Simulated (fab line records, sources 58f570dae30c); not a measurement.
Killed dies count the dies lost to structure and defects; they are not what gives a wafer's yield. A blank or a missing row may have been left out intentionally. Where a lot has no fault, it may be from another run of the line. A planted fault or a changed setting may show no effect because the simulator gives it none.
Check of tool commonality	flow berkeley cmos170	Lots sampled 14, wafers sampled 42

## REASON FOR OPENING
At UCB170_PVT_TW_MEAS_09 the reading PVT_TW is flagged on 2 of 14 lots. No-fault wafers: 505.7, standard deviation 3.
Rule: a lot is flagged in two cases, either no wafer of it has a number, or all its wafers with numbers fall more than 4 standard deviations from that mean. The rest of the lots are taken to be sound.

lot	measured	on	PVT_TW, wafer by wafer	flag
L694	day 5 20:54	film metro-04	502.7 503.9 503.0	
L696	day 6 04:40	film metro-01	511.4 507.3 509.1	
L695	day 6 04:58	film metro-01	511.0 509.6 508.2	
L697	day 6 05:14	film metro-02	508.7 506.3 506.0	
L699	day 6 10:37	film metro-02	427.7 429.4 429.0	FLAGGED
L698	day 6 10:49	film metro-04	422.3 425.3 426.3	FLAGGED
L700	day 6 10:54	film metro-02	506.8 508.6 506.7	
L710	day 9 08:03	film metro-02	500.9 502.4 501.9	
L715	day 9 15:34	film metro-01	508.5 505.5 507.3	
L712	day 9 15:50	film metro-01	508.2 505.1 511.0	
L716	day 9 15:55	film metro-04	506.1 504.3 504.8	
L711	day 9 16:11	film metro-02	502.7 501.9 507.4	
L714	day 9 16:25	film metro-01	507.1 508.4 507.4	
L717	day 9 19:01	film metro-02	500.6 504.2 502.6	
On average the flagged lots' numbers are 426.7, which is -79.0 against the usual, or -26 standard deviations.

## WHICH TOOL RAN EACH LOT
The record holds 1 process step before the reading, out of a route of 331 steps. Each cell gives the tool, then ch followed by the chambers the sampled wafers passed through, then the start.
lot	flag	UCB170_PVT_IMPLANT_07
L694		implanter-04 ch 0, day 5 20:39
L696		implanter-04 ch 0, day 6 04:25
L695		implanter-01 ch 0, day 6 04:44
L697		implanter-03 ch 0, day 6 05:02
L699	FLAGGED	implanter-04 ch 0, day 6 10:22
L698	FLAGGED	implanter-04 ch 0, day 6 10:34
L700		implanter-01 ch 0, day 6 10:40
L710		implanter-03 ch 0, day 9 07:49
L715		implanter-03 ch 0, day 9 15:19
L712		implanter-04 ch 0, day 9 15:35
L716		implanter-01 ch 0, day 9 15:39
L711		implanter-04 ch 0, day 9 15:58
L714		implanter-01 ch 0, day 9 16:11
L717		implanter-04 ch 0, day 9 18:46
What these steps do:
- UCB170_PVT_IMPLANT_07
- UCB170_PVT_TW_MEAS_09

## FLAGGED AGAINST TOTAL, ONE TOOL AT A TIME (gauges that did the reading follow at the end)
step	tool	lots run	flagged	share of the flagged lots	sound lots run after its first flagged lot
UCB170_PVT_IMPLANT_07	implanter-01	4	0	none	-
UCB170_PVT_IMPLANT_07	implanter-03	3	0	none	-
UCB170_PVT_IMPLANT_07	implanter-04	7	2	all	3 (L712,L711,L717)
UCB170_PVT_TW_MEAS_09	film metro-01	5	0	none	-
UCB170_PVT_TW_MEAS_09	film metro-02	6	1	some	4 (L700,L710,L711,L717)
UCB170_PVT_TW_MEAS_09	film metro-04	3	1	some	1 (L716)

## WHAT IS ALLOWED BY THE TABLE
1 row of the table ran every flagged lot: implanter-04 at UCB170_PVT_IMPLANT_07.
- implanter-04 at UCB170_PVT_IMPLANT_07: 2 of its 7 lots flagged. Sound lots followed the first flagged one (L712, L711, L717) on it, something a lasting fault affecting the whole tool could not allow. Its own readings lie more than 4 standard deviations out on every wafer of the flagged lots: dose ions cm2, faraday current uA.
Every row of the table either missed a flagged lot or ran a sound lot after the first.

## WHAT THE SIMULATOR HAD PUT IN
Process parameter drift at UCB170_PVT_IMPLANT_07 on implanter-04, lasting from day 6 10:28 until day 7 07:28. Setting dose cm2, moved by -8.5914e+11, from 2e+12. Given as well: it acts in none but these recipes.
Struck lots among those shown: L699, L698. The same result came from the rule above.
